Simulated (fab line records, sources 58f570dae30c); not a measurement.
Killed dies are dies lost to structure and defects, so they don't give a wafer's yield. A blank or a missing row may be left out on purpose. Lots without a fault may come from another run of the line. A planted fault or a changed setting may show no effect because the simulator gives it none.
Chamber matching | flow berkeley_cmos170 | UCB170_PWELL_ETCH_14 on rie_diel-02: 3 sister chambers
The step etches Si3N4 in CH3F/Ar/O2, stops on SiO2, target depth 242 nm, time 151 s. 14 wafers are shown with their chamber, then 4 later ones without.

WAFERS WITH THEIR CHAMBER
wafer  | chamber | throttle_valve_pct (%) | drypump_motor_current_A (A) | oes_product_au (a.u.)
L220.2 | 2       | 8.32                   | 6.1                         | 0.944
L220.3 | 3       | 8.06                   | 6.5                         | 0.947
L220.4 | 1       | 7.99                   | 6.4                         | 0.965
L221.2 | 2       | 8.33                   | 6.1                         | 0.952
L221.4 | 1       | 8.00                   | 6.4                         | 0.970
L221.6 | 3       | 8.05                   | 6.5                         | 0.942
L222.1 | 1       | 7.99                   | 6.4                         | 0.972
L222.3 | 2       | 8.34                   | 6.1                         | 0.960
L222.5 | 3       | 8.05                   | 6.5                         | 0.939
L224.4 | 2       | 8.36                   | 6.1                         | 0.962
L224.5 | 2       | 8.33                   | 6.1                         | 0.963
L224.6 | 3       | 8.06                   | 6.5                         | 0.942
L225.2 | 2       | 8.33                   | 6.0                         | 0.959
L225.3 | 3       | 8.07                   | 6.5                         | 0.949

SIGNATURES (means of the wafers above)
reading                 | chamber 1 | chamber 2 | chamber 3 | scatter within a chamber
throttle_valve_pct      | 7.9933    | 8.3350    | 8.0580    | 0.0109
drypump_motor_current_A | 6.400     | 6.083     | 6.500     | 0.0275
oes_product_au          | 0.96900   | 0.95667   | 0.94380   | 0.00572
Rule: a wafer's distance from a chamber is the root of the sum, over the readings, of the square of ((its reading less the chamber's mean) divided by the reading's scatter). The wafer belongs to the nearest chamber; if the next one is less than 2 further off, it can't be placed. The scatter: the root of (the sum of the squares of (reading less its chamber's mean) over the shown wafers, divided by (wafers less chambers)).

WAFERS WITHOUT THEIR CHAMBER
wafer  | throttle_valve_pct (%) | drypump_motor_current_A (A) | oes_product_au (a.u.)
L241.2 | 8.00                   | 6.5                         | 0.965
L241.4 | 8.06                   | 6.5                         | 0.930
L241.5 | 8.34                   | 6.0                         | 0.950
L242.1 | 7.98                   | 6.4                         | 0.971

WHICH CHAMBER EACH WENT THROUGH
wafer  | from the rows above | in truth
L241.2 | 1                   | 1
L241.4 | 3                   | 3
L241.5 | 2                   | 2
L242.1 | 1                   | 1
Placed correctly: 4 of 4. Can't be placed from these rows: 0. Placed wrongly: 0.
